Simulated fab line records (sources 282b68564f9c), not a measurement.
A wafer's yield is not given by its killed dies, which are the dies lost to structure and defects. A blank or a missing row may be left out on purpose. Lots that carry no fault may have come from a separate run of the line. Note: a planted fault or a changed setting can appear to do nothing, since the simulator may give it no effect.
Problem report in the 8D (eight disciplines) form, filled by code ; flow rit cmos ; the parts of the form that need people (team, actions taken, sign-off) are left out

== 1. PROBLEM STATEMENT ==
Wafers free of any fault read 399 nm (standard deviation 5.1) for CONTACT_TEOS_THK at RIT_CONTACT_THK_MEAS_01, against a mean of 358 nm on 4 wafers of 2 lots. Relative to the usual mean, that is a shift of -8.1 standard deviations.
First observed at day 6 22:49: wafer L313.2, on film metro-03. The record holds 42 wafers of 14 lots with a number at this step. By rule, "out" or "out of limits" means more than 4 standard deviations away from the usual mean. Any other wafer with a number is counted as sound.

== 2. WHAT IT IS, AND WHAT IT ISN'T ==
question;is;is not
which readings at this step;CONTACT_TEOS_THK;-
which lots;L313, L316;L296, L298, L299, L300, L301, L303, L304, L305, L306, L307, L310, L318
which wafers of those lots;L313.2, L313.5, L316.3, L316.4;L313.6, L316.1
read on which gauges;film metro-02, film metro-03;film metro-04
when;from day 6 22:49;"up to then (34 sound wafers); but 4 sound wafers of L316, L318 came after"

== 3. SUSPECTS, AND WHAT RULES EACH OUT ==
Counting: any tool at a process step up to the reading remains a suspect provided it ran every lot that is out. Sound lots after the first of them don't rule it out here, since some wafers of a struck lot are sound.
- ruled out: the gauge at RIT_CONTACT_THK_MEAS_01. Those wafers that are out were read across 2 gauges (film metro-02, film metro-03).
- pecvd-01 at RIT_CONTACT_CVD_00 (deposits SiO2 from TEOS, target thk 400 nm, time 61 s): kept. Ran every lot that is out, first one L313 (day 6 22:45); last sound lot up to then L310 (day 6 02:38). On those wafers its own readings are out: run length s.
- Within pecvd-01 at RIT_CONTACT_CVD_00, the wafers that are out were processed in chamber 0 and their sound lot-mates in chamber 1.
After counting, what remains is pecvd-01 at RIT_CONTACT_CVD_00.

== 4. THE CAUSE (what the simulator had put in) ==
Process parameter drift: pecvd-01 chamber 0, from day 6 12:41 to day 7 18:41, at RIT_CONTACT_CVD_00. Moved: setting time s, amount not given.
After counting, this tool was the only one left.

== 5. SEQUENCE OF EFFECTS, ordered by route ==
One row per reading whose mean, taken over the struck wafers that have a number, lies over 3 standard deviations from the usual. Only readings whose record carries a usual standard deviation are examined. hours: median over the lots of the time between each lot's start at the first step of this table that gives one and its start at this step. sigmas: the change, counted in usual standard deviations.
hours;step;reading;usual;on struck wafers;change;sigmas
0;RIT_CONTACT_CVD_00;run length s;89.0 s;82.9;-6.1;-8.2
0;RIT_CONTACT_THK_MEAS_01;CONTACT_TEOS_THK;399 nm;358;-42;-8.1
The process steps in it:
- RIT_CONTACT_CVD_00: deposits SiO2 from TEOS, target thk 400 nm, time 61 s.

== 6. WHAT WOULD HAVE CAUGHT IT SOONER ==
The first out-of-limits reading at a measuring or inspecting step in this record came at day 6 22:49, 10 hours after the fault's start at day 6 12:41.
At RIT_CONTACT_CVD_00, the tool's own readings (run length s) were out on each struck wafer the step has a row for, so an alarm limit on them would have fired on the first such wafer.
L316, from the lots that are out (2), started RIT_CONTACT_CVD_00 on pecvd-01 later than day 6 22:49. A tool hold placed at that time would have kept it from harm.
